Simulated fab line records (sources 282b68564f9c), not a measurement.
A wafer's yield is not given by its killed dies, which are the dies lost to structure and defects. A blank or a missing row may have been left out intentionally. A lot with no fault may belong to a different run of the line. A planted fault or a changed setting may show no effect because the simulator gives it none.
fab line records	flow ritCmos
record: lots: 5	wafers: 15	lastDay: 8
route steps=202 shown FOX2@27 NWELL@28
lots that met no fault: from a run of the same line without faults
startH: hours from the record's first day to the start of the lot's first wafer shown	waitH: hours from the lot's prior step to this one	" the same as in the row above	L1.1+2: one row covering several wafers at once	- no value present, or no start provided	* or withheld: withheld	< > ~ a bound
route shown NAME@n: names a module that has steps shown in the file, with the first one's number in the route	usual: mean and standard deviation over wafers with no fault	same: alike in all rows	chamber/n: place in a boat	sites: per-site readings	_std_site: standard deviation of those values	_edge_site: inner sites' mean taken away from outer sites' mean	radiusMm: how far each site lies from the wafer's centre	mask NAME#n: copy n	behind: the most recent tool/chamber to have shaped the wafer	hold: what put the lot on hold/how long, in hours/how the hold closed	device: the transistor (n, p or np) that didn't switch	end of line: tests of these same wafers at the route's end	a step given without rows: its recipe and nothing more	killed: the dies lost at the first sort to structure and to defects; this is not the yield of the wafer	map: a wafer's dies, marking killed ones x, the rest . and places with no die _
set.NAME: the setting the step ran with; set.NAME@STEP: the setting that earlier step ran with	model.NAME: the simulator's own value behind a step, which no gauge read
lots at selected steps of the route; one table per step, one row per wafer
services: a tool's chamber out of use, with start hour (startH, from the record's first day; less than 0 if before it), hours out, and reason
== steps ==
step: RIT_FOX2_THK_MEAS_90
recipe: reads: SiO2_of_FOX2_OXIDATION_00
usual: FIELD_OXIDE_LEFT_1_THK: 325/6.9
lot.wafer	tool	chamber	startH	waitH	FIELD_OXIDE_LEFT_1_THK[nm]
L074.1	filmMetro-03	-	23.34	0.0	318
L074.2	"	-	"	"	317
L074.3	"	-	"	"	321
L079.1	filmMetro-03	-	44.35	0.0	329
L079.2	"	-	"	"	329
L079.4	"	-	"	"	331
L082.2	filmMetro-04	-	60.97	0.0	333
L082.3	"	-	"	"	334
L082.4	"	-	"	"	335
L084.1	filmMetro-02	-	69.20	0.0	334
L084.4	"	-	"	"	345
L084.6	"	-	"	"	338
L095.2	filmMetro-04	-	131.81	0.0	323
L095.4	"	-	"	"	328
L095.5	"	-	"	"	322
step: RIT_NWELL_HMDS_00
recipe: primeTimeS: 60	primeTempC: 140
usual: exhaustPa: 44.9/0.86	primeTempC: 140.01/0.14
same: primeTimeS: 60
lot.wafer	tool	chamber	startH	waitH	exhaustPa	primeTempC
L074.1	lithoTrack-04	0	23.40	0.1	46.0	140.00
L074.2	"	0	"	"	45.3	140.17
L074.3	"	0	"	"	45.8	139.71
L079.1	lithoTrack-04	0	44.41	0.1	45.1	139.89
L079.2	"	0	"	"	46.5	139.96
L079.4	"	0	"	"	45.3	140.09
L082.2	lithoTrack-02	0	61.04	0.1	44.4	140.10
L082.3	"	0	"	"	44.8	140.19
L082.4	"	0	"	"	47.0	139.91
L084.1	lithoTrack-01	0	69.26	0.1	43.1	139.81
L084.4	"	0	"	"	44.0	139.92
L084.6	"	0	"	"	45.3	139.99
L095.2	lithoTrack-02	0	131.88	0.1	44.5	140.14
L095.4	"	0	"	"	44.3	140.04
L095.5	"	0	"	"	44.0	140.03
step: RIT_NWELL_COAT_01
recipe: resist: NOVOLAK	spinRpm: 2000	resistThkNm: 1300
usual: exhaustPa: 45.0/0.79	spinSpeedRpm: 2000.3/1.4
lot.wafer	tool	chamber	startH	waitH	exhaustPa	spinSpeedRpm
L074.1	lithoTrack-04	0	23.55	0.1	45.2	2000.2
L074.2	"	0	"	"	45.5	1998.9
L074.3	"	0	"	"	46.6	1999.3
L079.1	lithoTrack-04	0	44.56	0.1	43.9	2000.7
L079.2	"	0	"	"	45.2	2000.4
L079.4	"	0	"	"	44.4	2000.6
L082.2	lithoTrack-02	0	61.19	0.1	45.2	2002.2
L082.3	"	0	"	"	45.9	2001.1
L082.4	"	0	"	"	44.0	2003.5
L084.1	lithoTrack-01	0	69.41	0.1	43.1	1999.8
L084.4	"	0	"	"	44.1	1997.2
L084.6	"	0	"	"	45.4	1998.5
L095.2	lithoTrack-02	0	132.03	0.1	44.2	2001.1
L095.4	"	0	"	"	44.2	2000.3
L095.5	"	0	"	"	44.6	1999.8
step: RIT_NWELL_SOFTBAKE_02
recipe: resist: NOVOLAK	tempC: 90.46	timeS: 60
usual: exhaustPa: 44.9/0.86
lot.wafer	tool	chamber	startH	waitH	exhaustPa
L074.1	lithoTrack-04	0	23.70	0.1	43.8
L074.2	"	0	"	"	44.6
L074.3	"	0	"	"	44.5
L079.1	lithoTrack-04	0	44.71	0.1	46.8
L079.2	"	0	"	"	46.4
L079.4	"	0	"	"	45.6
L082.2	lithoTrack-02	0	61.34	0.1	44.8
L082.3	"	0	"	"	44.2
L082.4	"	0	"	"	44.4
L084.1	lithoTrack-01	0	69.56	0.1	43.9
L084.4	"	0	"	"	43.9
L084.6	"	0	"	"	44.3
L095.2	lithoTrack-02	0	132.18	0.1	45.2
L095.4	"	0	"	"	45.5
L095.5	"	0	"	"	45.9
step: RIT_NWELL_EXPOSE_03
recipe: maskId: M2	na: 0.57	targetCdNm: 43900	doseMj: 250
lot.wafer	tool	chamber	startH	waitH	mask
L074.1+2+3	ilineStepper-02	0	23.85	0.1	M2#0
L079.1+2+4	ilineStepper-01	0	44.86	0.1	M2#0
L082.2+3+4	ilineStepper-01	0	61.61	0.2	M2#0
L084.1+4+6	ilineStepper-01	0	69.71	0.1	M2#0
L095.2+4+5	ilineStepper-01	0	132.33	0.1	M2#0
step: RIT_NWELL_PEB_04
recipe: resist: NOVOLAK	tempC: withheld	timeS: withheld
usual: exhaustPa: 45.0/0.78
lot.wafer	tool	chamber	startH	waitH	exhaustPa
L074.1	lithoTrack-04	0	23.97	0.1	44.3
L074.2	"	0	"	"	44.1
L074.3	"	0	"	"	46.2
L079.1	lithoTrack-04	0	45.01	0.1	43.4
L079.2	"	0	"	"	44.7
L079.4	"	0	"	"	44.9
L082.2	lithoTrack-01	0	61.74	0.1	45.2
L082.3	"	0	"	"	45.7
L082.4	"	0	"	"	46.2
L084.1	lithoTrack-02	0	69.83	0.1	45.5
L084.4	"	0	"	"	45.0
L084.6	"	0	"	"	44.3
L095.2	lithoTrack-04	0	132.46	0.1	46.8
L095.4	"	0	"	"	44.4
L095.5	"	0	"	"	42.7
step: RIT_NWELL_DEVELOP_05
recipe: resist: NOVOLAK	developTimeS: 68	devTempC: 23
usual: exhaustPa: 45.1/0.96
lot.wafer	tool	chamber	startH	waitH	exhaustPa
L074.1	lithoTrack-04	0	-	-	44.3
L074.2	"	0	"	"	44.1
L074.3	"	0	"	"	42.1
L079.1	lithoTrack-04	0	-	-	45.2
L079.2	"	0	"	"	46.1
L079.4	"	0	"	"	44.4
L082.2	lithoTrack-01	0	-	-	44.6
L082.3	"	0	"	"	45.6
L082.4	"	0	"	"	44.9
L084.1	lithoTrack-02	0	-	-	44.0
L084.4	"	0	"	"	44.5
L084.6	"	0	"	"	45.5
L095.2	lithoTrack-04	0	-	-	44.5
L095.4	"	0	"	"	45.4
L095.5	"	0	"	"	44.6
step: RIT_NWELL_OVL_MEAS_06
usual: NWELL_OVL: 0.9/1.3
lot.wafer	tool	chamber	startH	waitH	NWELL_OVL[nm]
L074.1	overlay-01	-	24.28	-	0.9
L074.2	"	-	"	"	-1.3
L074.3	"	-	"	"	-0.8
L079.1	overlay-02	-	45.32	-	3.5
L079.2	"	-	"	"	2.5
L079.4	"	-	"	"	0.7
L082.2	overlay-02	-	62.03	-	2.0
L082.3	"	-	"	"	0.4
L082.4	"	-	"	"	1.9
L084.1	overlay-01	-	70.14	-	2.0
L084.4	"	-	"	"	1.1
L084.6	"	-	"	"	-0.8
L095.2	overlay-01	-	132.76	-	1.5
L095.4	"	-	"	"	0.9
L095.5	"	-	"	"	2.5
step: RIT_NWELL_HARDBAKE_07
recipe: resist: NOVOLAK	tempC: 140	timeS: 120
usual: exhaustPa: 45.1/0.81
lot.wafer	tool	chamber	startH	waitH	exhaustPa
L074.1	lithoTrack-02	0	24.32	0.0	45.6
L074.2	"	0	"	"	45.3
L074.3	"	0	"	"	44.4
L079.1	lithoTrack-04	0	45.36	0.0	44.8
L079.2	"	0	"	"	45.5
L079.4	"	0	"	"	45.0
L082.2	lithoTrack-01	0	62.10	0.1	44.4
L082.3	"	0	"	"	45.9
L082.4	"	0	"	"	44.5
L084.1	lithoTrack-01	0	70.18	0.0	45.1
L084.4	"	0	"	"	45.1
L084.6	"	0	"	"	44.4
L095.2	lithoTrack-02	0	132.83	0.1	45.7
L095.4	"	0	"	"	45.8
L095.5	"	0	"	"	45.4
step: RIT_NWELL_IMPLANT_08
recipe: species: P	energyKev: 170	doseCm2: 5e+13	tiltDeg: 7
usual: faradayCurrentUA: 159/3.3	tiltDeg: 7.001/0.021
lot.wafer	tool	chamber	startH	waitH	faradayCurrentUA	tiltDeg
L074.1	implanter-04	0	24.57	0.2	158	7.016
L074.2	"	0	"	"	157	7.029
L074.3	"	0	"	"	167	7.043
L079.1	implanter-01	0	45.61	0.2	157	7.008
L079.2	"	0	"	"	156	7.004
L079.4	"	0	"	"	163	7.021
L082.2	implanter-01	0	62.34	0.2	156	7.004
L082.3	"	0	"	"	159	6.990
L082.4	"	0	"	"	158	6.983
L084.1	implanter-03	0	70.43	0.2	163	7.006
L084.4	"	0	"	"	162	6.997
L084.6	"	0	"	"	155	6.989
L095.2	implanter-04	0	133.06	0.2	157	7.011
L095.4	"	0	"	"	165	6.986
L095.5	"	0	"	"	161	7.014
step: RIT_NWELL_STRIP_09
recipe: chemistry: O2	timeS: 180	resist: NOVOLAK	platenTempC: withheld	powerW: 500	pressureMtorr: 4000	o2FlowSccm: 4000
usual: drypumpMotorCurrentA: 5.46/0.3	rfReflPowerW: 7.0/1.8
lot.wafer	tool	chamber	startH	waitH	drypumpMotorCurrentA	rfHoursCounterH	rfReflPowerW
L074.1	plasmaAsher-04	0	24.72	0.1	5.19	24	6.8
L074.2	"	1	"	"	5.37	24	5.0
L074.3	"	0	"	"	5.22	-	7.2
L079.1	plasmaAsher-01	1	45.76	0.1	5.28	38	9.9
L079.2	"	0	"	"	5.72	38	5.7
L079.4	"	0	"	"	5.72	-	5.5
L082.2	plasmaAsher-04	1	62.46	0.1	5.37	29	5.1
L082.3	"	0	"	"	5.21	-	7.2
L082.4	"	1	"	"	5.36	-	5.0
L084.1	plasmaAsher-01	0	70.58	0.1	5.73	41	5.9
L084.4	"	0	"	"	5.74	-	5.8
L084.6	"	1	"	"	5.28	-	9.9
L095.2	plasmaAsher-04	1	133.19	0.1	5.37	37	5.1
L095.4	"	1	"	"	5.33	-	5.0
L095.5	"	0	"	"	5.21	-	6.9
step: RIT_NWELL_TW_MEAS_10
usual: NWELL_TW: 2152/11
lot.wafer	tool	chamber	startH	waitH	NWELL_TW
L074.1	filmMetro-04	-	24.89	0.1	2160
L074.2	"	-	"	"	2172
L074.3	"	-	"	"	2162
L079.1	filmMetro-03	-	45.93	0.1	2151
L079.2	"	-	"	"	2158
L079.4	"	-	"	"	2142
L082.2	filmMetro-04	-	62.65	0.1	2170
L082.3	"	-	"	"	2168
L082.4	"	-	"	"	2161
L084.1	filmMetro-03	-	70.75	0.1	2156
L084.4	"	-	"	"	2152
L084.6	"	-	"	"	2165
L095.2	filmMetro-03	-	133.37	0.1	2134
L095.4	"	-	"	"	2145
L095.5	"	-	"	"	2136
== services ==
tool	chamber	startH	hours	kind
implanter-03	-	-0.11	3.6	repair
ilineStepper-02	0	8.42	-	calibration
implanter-01	-	20.77	13.2	repair
implanter-03	-	50.78	3.0	pm
implanter-03	-	56.03	3.3	repair
implanter-03	-	65.24	1.3	repair
ilineStepper-02	-	66.17	2.1	pm
ilineStepper-02	-	68.25	-	consumableReplace:lamp
ilineStepper-01	-	83.48	1.7	pm
ilineStepper-02	-	99.51	1.7	pm
implanter-04	-	124.59	4.6	pm
== key ==
fault none
